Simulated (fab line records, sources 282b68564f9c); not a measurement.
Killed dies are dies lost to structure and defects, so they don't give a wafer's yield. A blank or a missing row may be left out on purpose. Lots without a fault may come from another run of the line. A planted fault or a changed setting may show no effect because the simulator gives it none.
Which tool did it? | flow rit_cmos | 14 lots, 42 wafers sampled, at 3 steps of a route of 202

WHAT THE GAUGES READ, wafer by wafer
RIT_NRETRO_OVL_MEAS_06. Usual: NRETRO_OVL -0.3 nm, standard deviation 1.3.
lot  | measured    | on         | NRETRO_OVL (nm) | flag
L509 | day 2 06:47 | overlay-02 | -1.0 1.1 1.5    |
L512 | day 2 21:03 | overlay-01 | -0.3 -0.3 0.2   |
L514 | day 3 07:28 | overlay-02 | 2.7 -0.8 0.9    |
L515 | day 3 12:11 | overlay-02 | 0.4 0.3 0.2     |
L517 | day 3 22:53 | overlay-01 | -3.1 -3.7 -2.6  |
L518 | day 4 02:12 | overlay-01 | -1.1 -0.3 -1.7  |
L520 | day 4 12:32 | overlay-01 | -2.9 -2.7 -2.4  |
L524 | day 5 08:43 | overlay-02 | -1.5 -1.5 -1.7  |
L525 | day 5 13:40 | overlay-02 | - - -           | OFF
L526 | day 5 17:59 | overlay-02 | - - -           | OFF
L529 | day 6 09:28 | overlay-01 | -0.5 0.5 0.1    |
L530 | day 6 14:20 | overlay-01 | 1.3 0.3 -0.8    |
L531 | day 6 19:52 | overlay-01 | 0.5 -0.4 -0.1   |
L532 | day 7 00:15 | overlay-02 | -0.6 1.0 -0.3   |

RIT_PRETRO_TW_MEAS_10. Usual: PRETRO_TW 478, standard deviation 6.7.
lot  | measured    | on            | PRETRO_TW      | flag
L509 | day 2 08:57 | film_metro-01 | 483 484 482    |
L512 | day 2 23:40 | film_metro-03 | 473 471 472    |
L514 | day 3 09:46 | film_metro-03 | 471 471 469    |
L515 | day 3 14:28 | film_metro-02 | 483 483 483    |
L517 | day 4 01:16 | film_metro-03 | 468 470 471    |
L518 | day 4 04:35 | film_metro-01 | 483 487 484    |
L520 | day 4 14:50 | film_metro-01 | 484 484 484    |
L524 | day 5 11:22 | film_metro-03 | 471 470 473    |
L525 | day 5 15:52 | film_metro-03 | 1071 1065 1067 | OFF
L526 | day 5 20:08 | film_metro-03 | 1070 1061 1068 | OFF
L529 | day 6 11:45 | film_metro-01 | 481 482 484    |
L530 | day 6 16:37 | film_metro-02 | 486 486 488    |
L531 | day 6 22:28 | film_metro-01 | 482 484 481    |
L532 | day 7 02:32 | film_metro-03 | 470 472 469    |

WHICH TOOL RAN EACH LOT (tool, then ch and the chambers of the sampled wafers, then the start)
lot  | RIT_NRETRO_COAT_01
L509 | litho_track-01 ch 0, day 2 06:05
L512 | litho_track-02 ch 0, day 2 20:11
L514 | litho_track-01 ch 0, day 3 06:48
L515 | litho_track-01 ch 0, day 3 11:19
L517 | litho_track-01 ch 0, day 3 21:49
L518 | litho_track-04 ch 0, day 4 01:29
L520 | litho_track-02 ch 0, day 4 11:41
L524 | litho_track-04 ch 0, day 5 07:53
L525 | litho_track-02, day 5 12:58
L526 | litho_track-02, day 5 17:08
L529 | litho_track-02 ch 0, day 6 08:37
L530 | litho_track-04 ch 0, day 6 13:36
L531 | litho_track-02 ch 0, day 6 19:02
L532 | litho_track-04 ch 0, day 6 23:22
- RIT_NRETRO_COAT_01: resist thk 1300 nm.

WHAT THE TOOLS THEMSELVES READ (means of the sampled wafers that have a number; where no wafer has one, the mark that the record gives instead)
RIT_NRETRO_COAT_01. Usual: chill_plate_temp_C 22.99 C, standard deviation 0.13; dispense_pressure_kPa 53 kPa, standard deviation 3.3; spin_speed_rpm 1999.9 rpm, standard deviation 1.6.
lot  | tool           | chill_plate_temp_C (C) | dispense_pressure_kPa (kPa) | spin_speed_rpm (rpm) | flag
L509 | litho_track-01 | 22.98                  | 56                          | 1999.7               |
L512 | litho_track-02 | 23.04                  | 48                          | 2001.5               |
L514 | litho_track-01 | 23.04                  | 56                          | 1999.8               |
L515 | litho_track-01 | 22.90                  | 56                          | 2000.4               |
L517 | litho_track-01 | 22.91                  | 56                          | 1998.7               |
L518 | litho_track-04 | 22.97                  | 54                          | 2000.2               |
L520 | litho_track-02 | 23.02                  | 48                          | 1998.5               |
L524 | litho_track-04 | 23.01                  | 54                          | 2001.0               |
L525 | litho_track-02 | -                      | -                           | -                    | OFF
L526 | litho_track-02 | -                      | -                           | -                    | OFF
L529 | litho_track-02 | 22.87                  | 48                          | 2000.8               |
L530 | litho_track-04 | 23.07                  | 54                          | 2000.8               |
L531 | litho_track-02 | 23.10                  | 48                          | 1999.1               |
L532 | litho_track-04 | 23.02                  | 54                          | 2000.3               |

THE ANSWER, worked out from the rows above alone
Rule: a lot is off if the mean of its wafers that have a number lies more than 3 standard deviations from the usual mean. A lot without any number at a reading at which 4 lots or more have one is off too. The other lots that the step has rows for count as sound. The gauges are gone through in route order, then the tools' own readings, and for those a lot's mean is taken as printed above. The first step at which some lot is off is used, and at that step the reading that is off furthest; a lot without a number counts as furthest.
Off: L525, L526, at RIT_NRETRO_OVL_MEAS_06 (NRETRO_OVL). Without a number there: L525, L526.
A tool fits if, at a process step before that reading, it ran every lot that is off, and no sound lot after the first of them. The gauges at RIT_NRETRO_OVL_MEAS_06 aren't tried: what is off there is off at RIT_PRETRO_TW_MEAS_10 too, on other tools, and a gauge's error can't cause that. None of those tried fits.

WHAT THE SIMULATOR HAD PUT IN
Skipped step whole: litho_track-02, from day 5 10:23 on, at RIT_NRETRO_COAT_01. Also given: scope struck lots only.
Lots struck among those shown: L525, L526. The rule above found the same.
